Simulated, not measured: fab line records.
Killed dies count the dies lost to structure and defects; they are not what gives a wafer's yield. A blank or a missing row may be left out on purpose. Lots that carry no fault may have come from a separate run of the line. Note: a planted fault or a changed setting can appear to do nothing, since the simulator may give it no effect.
What tool caused it?    flow rit-cmos    42 wafers from 14 lots sampled at 6 of the route's 202 steps

WHAT THE GAUGES READ, wafer by wafer
RIT_NWELL_OVL_MEAS_06. Usual: NWELL_OVL gives 0.2 nm (standard deviation 1.4).
lot   measured     on          NWELL_OVL (nm)  flag
L936  day 1 20:52  overlay-02  -1.0 -1.1 -1.7  
L937  day 2 01:16  overlay-01  1.6 2.4 2.3     
L938  day 2 06:23  overlay-01  0.5 0.2 -0.7    
L939  day 2 11:49  overlay-02  -3.0 -3.3 -3.0  
L940  day 2 17:05  overlay-02  -0.5 0.9 0.4    
L941  day 2 21:23  overlay-01  -0.3 0.0 1.5    
L942  day 3 02:23  overlay-01  0.9 0.2 -0.4    
L946  day 4 00:02  overlay-01  0.4 1.2 0.2     
L947  day 4 04:55  overlay-02  2.0 0.7 0.3     
L949  day 4 16:50  overlay-01  -1.0 0.5 0.4    
L951  day 5 02:05  overlay-02  -1.4 -0.1 0.8   
L952  day 5 10:29  overlay-02  1.3 1.8 0.2     
L954  day 5 17:02  overlay-02  -0.8 1.6 -0.6   
L958  day 6 14:47  overlay-01  0.1 -0.6 -1.1   

RIT_NWELL_TW_MEAS_10. Usual: NWELL_TW gives 2136 (standard deviation 13).
lot   measured     on             NWELL_TW        flag
L936  day 1 21:30  film-metro-03  2133 2140 2127  
L937  day 2 01:52  film-metro-04  2140 2150 2145  
L938  day 2 06:59  film-metro-03  2116 2122 2114  
L939  day 2 12:25  film-metro-04  2129 2137 2138  
L940  day 2 17:41  film-metro-03  2123 2114 2119  
L941  day 2 21:59  film-metro-01  2132 2131 2160  
L942  day 3 02:59  film-metro-01  2134 2144 2143  
L946  day 4 00:43  film-metro-03  2118 2121 2115  
L947  day 4 05:31  film-metro-01  2475 2463 2468  OFF
L949  day 4 17:26  film-metro-04  2487 2489 2472  OFF
L951  day 5 02:42  film-metro-04  2140 2149 2139  
L952  day 5 11:06  film-metro-01  2134 2130 2125  
L954  day 5 17:39  film-metro-04  2145 2154 2154  
L958  day 6 15:25  film-metro-04  2157 2137 2138  

RIT_WELLDRIVE_RS_MEAS_01: a four-point-probe measurement. Usual: NWELL_RS gives 275.1 ohm/sq (standard deviation 0.76).
lot   measured     on             NWELL_RS (ohm/sq)  flag
L936  day 2 05:15  film-metro-04  275.9 276.2 274.7  
L937  day 2 08:43  film-metro-03  274.3 273.2 274.6  
L938  day 2 13:47  film-metro-04  275.6 275.1 275.1  
L939  day 2 19:16  film-metro-04  276.4 276.8 276.2  
L940  day 3 00:37  film-metro-04  273.9 274.9 273.7  
L941  day 3 05:11  film-metro-04  274.7 273.6 274.8  
L942  day 3 11:57  film-metro-03  274.9 274.8 275.9  
L946  day 4 07:53  film-metro-04  274.9 275.7 274.5  
L947  day 4 12:55  film-metro-03  207.9 208.2 208.5  OFF
L949  day 5 01:29  film-metro-03  208.0 207.8 207.5  OFF
L951  day 5 11:13  film-metro-03  275.5 275.9 276.1  
L952  day 5 18:41  film-metro-03  274.9 274.4 274.2  
L954  day 6 03:38  film-metro-04  276.9 275.9 276.7  
L958  day 6 22:20  film-metro-04  276.1 276.4 275.7  

RIT_GATE_CD_MEAS_90: the cd target is 150 nm. Usual: 150.5 nm for cd-nm, sd 2.5.
lot   measured     on         cd-nm (nm)         flag
L936  day 2 13:58  cd-sem-02  149.6 152.9 150.4  
L937  day 2 17:31  cd-sem-01  151.5 150.9 147.9  
L938  day 3 00:33  cd-sem-01  152.3 149.7 150.9  
L939  day 3 03:50  cd-sem-01  150.5 148.5 150.4  
L940  day 3 09:50  cd-sem-01  149.7 150.6 150.4  
L941  day 3 14:07  cd-sem-01  150.8 154.3 152.1  
L942  day 3 21:03  cd-sem-01  152.8 155.2 153.4  
L946  day 4 16:28  cd-sem-01  150.5 149.1 151.2  
L947  day 4 23:49  cd-sem-02  148.6 146.6 150.4  
L949  day 5 16:52  cd-sem-02  147.9 147.9 147.5  
L951  day 5 22:32  cd-sem-01  150.1 150.6 147.3  
L952  day 6 07:41  cd-sem-02  147.5 146.8 147.1  
L954  day 6 14:47  cd-sem-01  151.1 152.8 152.0  
L958  day 7 07:57  cd-sem-02  146.9 148.3 147.8  

EACH LOT AND THE TOOL THAT RAN IT (in order: tool; ch and the chambers of the sampled wafers; start)
lot   RIT_ACTIVE_STRIP_14                  RIT_NWELL_IMPLANT_08
L936  plasma-asher-04 ch 0,1, day 1 14:57  implanter-04 ch 0, day 1 21:13
L937  plasma-asher-03 ch 0,1, day 1 19:58  implanter-04 ch 0, day 2 01:34
L938  plasma-asher-03 ch 0,1, day 2 00:58  implanter-04 ch 0, day 2 06:40
L939  plasma-asher-03 ch 0,1, day 2 05:50  implanter-03 ch 0, day 2 12:06
L940  plasma-asher-03 ch 0,1, day 2 10:59  implanter-02 ch 0, day 2 17:23
L941  plasma-asher-03 ch 0,1, day 2 15:58  implanter-04 ch 0, day 2 21:40
L942  plasma-asher-01 ch 0,1, day 2 20:58  implanter-02 ch 0, day 3 02:40
L946  plasma-asher-04 ch 0,1, day 3 18:01  implanter-03 ch 0, day 4 00:22
L947  plasma-asher-04 ch 0,1, day 3 22:10  implanter-03 ch 0, day 4 05:12
L949  plasma-asher-04 ch 0,1, day 4 07:50  implanter-03 ch 0, day 4 17:08
L951  plasma-asher-01 ch 1, day 4 17:52    implanter-04 ch 0, day 5 02:23
L952  plasma-asher-04 ch 0,1, day 5 00:19  implanter-02 ch 0, day 5 10:47
L954  plasma-asher-01 ch 0,1, day 5 10:01  implanter-02 ch 0, day 5 17:20
L958  plasma-asher-03 ch 0,1, day 6 06:54  implanter-02 ch 0, day 6 15:07
- RIT_ACTIVE_STRIP_14: strips in O2, time 180 s.
- RIT_NWELL_IMPLANT_08

AS READ BY THE TOOLS THEMSELVES (means over the sampled wafers that have a number; for cases with no such wafer, the mark the record gives instead)
RIT_ACTIVE_STRIP_14. Usual: 5.5 A for drypump-motor-current-A, sd 0.68.
lot   tool             drypump-motor-current-A (A)  flag
L936  plasma-asher-04  6.1                          
L937  plasma-asher-03  5.9                          
L938  plasma-asher-03  5.9                          
L939  plasma-asher-03  5.9                          
L940  plasma-asher-03  5.5                          
L941  plasma-asher-03  5.5                          
L942  plasma-asher-01  4.9                          
L946  plasma-asher-04  5.5                          
L947  plasma-asher-04  5.5                          
L949  plasma-asher-04  5.5                          
L951  plasma-asher-01  4.8                          
L952  plasma-asher-04  6.0                          
L954  plasma-asher-01  5.1                          
L958  plasma-asher-03  5.4                          

RIT_NWELL_IMPLANT_08. Usual: dose-ions-cm2 5e+13, standard deviation 5e+10; faraday-current-uA 159, standard deviation 3.4.
lot   tool          dose-ions-cm2  faraday-current-uA  flag
L936  implanter-04  5e+13          157                 
L937  implanter-04  5e+13          159                 
L938  implanter-04  5e+13          162                 
L939  implanter-03  5e+13          160                 
L940  implanter-02  5e+13          158                 
L941  implanter-04  5e+13          164                 
L942  implanter-02  5e+13          158                 
L946  implanter-03  5e+13          156                 
L947  implanter-03  8e+13          254                 OFF
L949  implanter-03  8e+13          257                 OFF
L951  implanter-04  5e+13          160                 
L952  implanter-02  5e+13          157                 
L954  implanter-02  5e+13          162                 
L958  implanter-02  5e+13          160                 

THE ANSWER, worked out from the rows above alone
Rule: lot off if the mean of its wafers having a number is beyond 3 standard deviations from the usual mean. Also off: a lot with no number at a reading for which 4 or more lots have one. The other lots that the step has rows for count as sound. Order of review: gauges by route order, followed by the tools' own readings, for which a lot's mean as printed above is used. The first step at which some lot is off is used, and at that step the reading that is off furthest; a lot without a number counts as furthest.
Off: L947, L949, seen at RIT_NWELL_TW_MEAS_10 (NWELL_TW).
If a tool, at a process step before that reading, ran all the lots that are off and no sound lot after the first of them, it fits. The gauges at RIT_NWELL_TW_MEAS_10 aren't tried: what is off there is off at RIT_WELLDRIVE_RS_MEAS_01 too, on other tools, and a gauge's error can't cause that. One fits: implanter-03 at RIT_NWELL_IMPLANT_08. A fault onset in the window from L946 (day 4 00:22, its last sound lot) to L947 (day 4 05:12, its first lot off) fits.
The tool's own readings at RIT_NWELL_IMPLANT_08 bear it out: on the lots that are off they differ by more than 5 times the standard deviation of the sound lots' means. dose-ions-cm2 reads 8e+13 there against 5e+13 on the sound lots; faraday-current-uA reads 256 there against 159 on the sound lots.

WHAT HAD BEEN PUT IN BY THE SIMULATOR
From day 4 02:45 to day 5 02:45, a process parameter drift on implanter-03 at RIT_NWELL_IMPLANT_08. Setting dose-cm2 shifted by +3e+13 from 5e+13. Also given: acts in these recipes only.
Shown lots that were struck: L947, L949. The rule given above showed the same thing.
